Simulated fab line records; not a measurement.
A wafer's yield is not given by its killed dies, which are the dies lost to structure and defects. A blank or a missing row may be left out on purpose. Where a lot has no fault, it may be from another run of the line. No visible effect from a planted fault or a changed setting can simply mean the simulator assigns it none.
Comparing a struck lot with a sound one	flow rit-cmos	20 out of 202 route steps
Sound: the wafers L526.1, L526.3, L526.5. Struck: wafers L539.1, L539.2, L539.5. The cause is named last.
Each step with rows lists, per side, the tool, then ch with its chambers, then its first start. Under that, the readings that differ: sound wafers	struck wafers	difference of the means	sigmas: that difference in standard deviations of wafers without a fault.
alike: readings whose means differ by less than 2 such deviations, and words and numbers that are the same on both sides. not compared: withheld readings, readings that some wafer has no value for, bounds like >300 that may hide the same value, and numbers for which the record gives no deviation and whose values overlap.
A row with sigmas, a row that says differs or no value, or rows on one side alone: a step with any of these is where the two part. Numbers that don't overlap but have no deviation are shown without sigmas and don't part them. A reading that every wafer of one side lacks parts them only if that side has two wafers or more.

first, 2 steps without rows for these wafers: RIT_NWELL_HARDBAKE_07 (time 120 s); RIT_NWELL_IMPLANT_08.
RIT_NWELL_STRIP_09: strips in O2, time 180 s.
  sound on plasma-asher-01 ch 0,1, day 2 08:22; struck on plasma-asher-01 ch 0,1, day 5 00:36
  alike: drypump-motor-current-A
  not compared: rf-hours-counter-h
RIT_NWELL_TW_MEAS_10:
  sound: film-metro-02 at day 2 08:32; struck: film-metro-01 at day 5 00:46
  alike: NWELL_TW
then, 2 steps without rows for these wafers: RIT_PWELL_HMDS_00 (prime time 60 s); RIT_PWELL_COAT_01 (resist thk 1300 nm).
RIT_PWELL_SOFTBAKE_02: time 61.77 s.
  sound on litho-track-04 ch 0, day 2 08:54; struck on litho-track-03 ch 0, day 5 01:17
  alike: plate-sensor-t-centre-C, plate-sensor-t-edge-C
then, 3 steps without rows for these wafers: RIT_PWELL_EXPOSE_03 (exposes mask M3, target cd 43700 nm); RIT_PWELL_PEB_04; RIT_PWELL_DEVELOP_05 (develop time 68 s).
RIT_PWELL_OVL_MEAS_06:
  sound: overlay-01 at day 2 09:29; struck: overlay-02 at day 5 01:59
  alike: PWELL_OVL
then, 1 step without rows for these wafers: RIT_PWELL_HARDBAKE_07 (time 120 s).
RIT_PWELL_IMPLANT_08:
  sound on implanter-04 ch 0, day 2 09:46; struck on implanter-02 ch 0, day 5 02:16
reading	sound	struck	difference	sigmas
dose-ions-cm2	6.986e+13 7.005e+13 7.001e+13	5.522e+13 5.525e+13 5.531e+13	-1.471e+13	-99 or more
faraday-current-uA	221 217 223	174 167 182	-46	-10
RIT_PWELL_STRIP_09: strips in O2, time 180 s.
  sound on plasma-asher-02 ch 0, day 2 09:55; struck on plasma-asher-02 ch 0,1, day 5 02:25
  alike: drypump-motor-current-A
  not compared: rf-hours-counter-h
RIT_PWELL_TW_MEAS_10:
  sound: film-metro-01 at day 2 10:05; struck: film-metro-01 at day 5 02:36
reading	sound	struck	difference	sigmas
PWELL_TW	951 955 956	885 887 892	-66	-10
then, 1 step without rows for these wafers: RIT_WELLDRIVE_ANNEAL_00 (time 14700 s).
RIT_WELLDRIVE_RS_MEAS_01: the measuring method here is four-point-probe.
  sound: film-metro-01 at day 2 15:14; struck: film-metro-02 at day 5 07:44
  alike: NWELL_RS
RIT_WELLDRIVE_RS_MEAS_02: the measuring method here is four-point-probe.
  sound: film-metro-01 at day 2 15:21; struck: film-metro-02 at day 5 07:52
reading	sound	struck	difference	sigmas
PWELL_RS (ohm/sq)	431.5 430.3 431.5	498.5 498.5 498.2	+67.3	+56
then, 1 step without rows for these wafers: RIT_NRETRO_HMDS_00 (prime time 60 s).
RIT_M1_PROBE_99:
  sound: prober-01 at day 3 22:07; struck: prober-02 at day 6 19:57
reading	sound	struck	difference	sigmas
model.etest.nmos_0p3.r-on-ohm-um	2135 2208 2151	2002 2039 2028	-142	
model.etest.pwell-pinched.rs-ohm-sq	463.3 464 460.6	530.7 547.1 525.8	+71.9	
model.etest.pwell.rs-ohm-sq	415.3 419.4 420.5	483.2 487.8 476.8	+64.2	
model.etest.nmos_0p15.r-on-ohm-um	1151 1184 1141	1027 1056 1044	-116	
model.etest.nmos-turned.drive-ua-um	300.1 292.8 311.9	375.2 377.8 369.9	+72.7	
model.etest.nmos_0p15.drive-ua-um	459 442.1 456.7	509.8 518.5 515.6	+62.0	
model.etest.nmos-narrow.drive-ua-um	230.4 217.6 219.3	246.3 242 239.7	+20.2	
model.etest.nmos_0p3.drive-ua-um	231.1 221.6 225.2	248.6 248.8 242.9	+20.8	
  alike: killed-at-front-end, killed-dies, killed-open, killed-short

== WHERE THEY PART ==
Last at RIT_WELLDRIVE_RS_MEAS_02 as far as this record goes, first at RIT_PWELL_IMPLANT_08. Later steps at which nothing parts them and some readings are alike: RIT_M1_PROBE_99.

WHY: what had been put in by the simulator
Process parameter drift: implanter-02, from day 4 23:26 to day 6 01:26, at RIT_PWELL_IMPLANT_08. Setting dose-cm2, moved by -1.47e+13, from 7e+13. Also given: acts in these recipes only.
